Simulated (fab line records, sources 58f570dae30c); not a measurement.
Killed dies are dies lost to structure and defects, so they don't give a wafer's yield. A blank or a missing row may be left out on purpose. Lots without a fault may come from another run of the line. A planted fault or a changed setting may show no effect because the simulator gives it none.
A sampling plan put to the test | flow berkeley_cmos170 | one fab line, 14 faults that these records tell of, each judged on the records of the lots that it struck
The plan is the line's own looks: the steps of the route at which a gauge or an inspection reads the wafer and doesn't change it. A look can be judged if struck wafers have a number there and the file gives its usual mean and standard deviation on fault-free wafers. Caught: at a look after the fault's first step, the mean of the struck wafers lies 4 or more of those standard deviations (sigma) from the usual mean. On the tool: the same test on the tool's own readings at the fault's steps. Another recipe on the struck wafers, or a record that is blank for them alone, also counts as caught.

THE FAULTS, as the simulator had put them in
1. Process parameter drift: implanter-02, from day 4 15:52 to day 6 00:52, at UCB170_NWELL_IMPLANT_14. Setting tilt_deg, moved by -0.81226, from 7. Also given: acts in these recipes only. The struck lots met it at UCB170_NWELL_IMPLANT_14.
2. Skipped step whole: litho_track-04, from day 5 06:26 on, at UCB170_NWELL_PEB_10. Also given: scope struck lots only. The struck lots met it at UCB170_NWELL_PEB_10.
3. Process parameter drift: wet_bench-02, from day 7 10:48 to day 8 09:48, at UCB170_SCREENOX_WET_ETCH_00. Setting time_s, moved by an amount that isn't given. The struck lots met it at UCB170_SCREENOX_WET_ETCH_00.
4. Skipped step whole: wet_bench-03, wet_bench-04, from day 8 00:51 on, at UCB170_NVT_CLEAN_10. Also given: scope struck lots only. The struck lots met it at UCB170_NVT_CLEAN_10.
5. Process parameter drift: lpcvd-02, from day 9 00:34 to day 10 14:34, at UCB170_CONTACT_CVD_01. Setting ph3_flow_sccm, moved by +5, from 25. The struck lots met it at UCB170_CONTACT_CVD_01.
6. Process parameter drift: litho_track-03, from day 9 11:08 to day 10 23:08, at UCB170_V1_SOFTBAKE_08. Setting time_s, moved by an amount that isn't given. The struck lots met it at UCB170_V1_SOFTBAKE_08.
7. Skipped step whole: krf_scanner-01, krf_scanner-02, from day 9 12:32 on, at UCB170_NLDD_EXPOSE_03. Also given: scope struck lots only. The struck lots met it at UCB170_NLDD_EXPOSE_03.
8. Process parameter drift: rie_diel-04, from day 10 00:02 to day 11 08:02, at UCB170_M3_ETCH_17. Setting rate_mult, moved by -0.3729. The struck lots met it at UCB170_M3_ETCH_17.
9. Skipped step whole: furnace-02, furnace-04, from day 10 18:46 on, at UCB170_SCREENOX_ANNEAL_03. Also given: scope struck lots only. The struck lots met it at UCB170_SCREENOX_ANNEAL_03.
10. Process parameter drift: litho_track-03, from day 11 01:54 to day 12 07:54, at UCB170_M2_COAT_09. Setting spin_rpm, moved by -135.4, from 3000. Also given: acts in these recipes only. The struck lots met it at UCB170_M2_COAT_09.
11. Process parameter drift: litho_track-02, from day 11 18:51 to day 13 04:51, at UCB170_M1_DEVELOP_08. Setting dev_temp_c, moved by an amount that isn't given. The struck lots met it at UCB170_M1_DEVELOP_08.
12. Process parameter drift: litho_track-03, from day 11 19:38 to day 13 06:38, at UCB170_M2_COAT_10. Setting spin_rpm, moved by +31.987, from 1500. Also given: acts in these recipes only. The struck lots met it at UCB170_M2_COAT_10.
13. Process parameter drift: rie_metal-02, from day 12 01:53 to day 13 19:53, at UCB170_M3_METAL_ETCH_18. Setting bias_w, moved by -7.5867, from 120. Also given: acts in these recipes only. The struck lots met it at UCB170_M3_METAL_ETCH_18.
14. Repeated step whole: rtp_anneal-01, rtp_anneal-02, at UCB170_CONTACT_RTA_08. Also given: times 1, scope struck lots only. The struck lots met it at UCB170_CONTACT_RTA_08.

WHAT THE PLAN SAW
fault | on the tool itself                               | first look that catches it                      | reading, sigma | median hours from its first step to that look | hours from the fault's start to the first struck lot there | judged looks passed uncaught
1     | tilt_deg -41 sigma                               | not the one look that can be judged after it    | -              | -                                             | -                                                          | 1
2     | the tool's record is blank for the struck wafers | no look after it can be judged                  | -              | -                                             | -                                                          | 0
3     | run_length_s +55 sigma                           | no look after it can be judged                  | -              | -                                             | -                                                          | 0
4     | the tool's record is blank for the struck wafers | no look after it can be judged                  | -              | -                                             | -                                                          | 0
5     | ph3_flow_sccm +69 sigma                          | no look after it can be judged                  | -              | -                                             | -                                                          | 0
6     | run_length_s +99 or beyond sigma                 | no look after it can be judged                  | -              | -                                             | -                                                          | 0
7     | no reading that can be judged                    | not the one look that can be judged after it    | -              | -                                             | -                                                          | 1
8     | oes_product_au -12 sigma                         | no look after it can be judged                  | -              | -                                             | -                                                          | 0
9     | the tool's record is blank for the struck wafers | no look after it can be judged                  | -              | -                                             | -                                                          | 0
10    | spin_speed_rpm -84 sigma                         | no look after it can be judged                  | -              | -                                             | -                                                          | 0
11    | developer_temp_C -19 sigma                       | none of the 2 looks that can be judged after it | -              | -                                             | -                                                          | 2
12    | spin_speed_rpm +35 sigma                         | none of the 2 looks that can be judged after it | -              | -                                             | -                                                          | 2
13    | bias_w -20 sigma                                 | no look after it can be judged                  | -              | -                                             | -                                                          | 0
14    | under 2 sigma                                    | not the one look that can be judged after it    | -              | -                                             | -                                                          | 1
A dash: the fault isn't caught, or these records don't give the number.

Caught at a look: 0 of 14. Caught on the tool: 12 of 14. By one or the other: 12 of 14.
Caught on the tool alone: faults 1, 2, 3, 4, 5, 6, 8, 9, 10, 11, 12, 13.
Caught by neither: faults 7, 14.
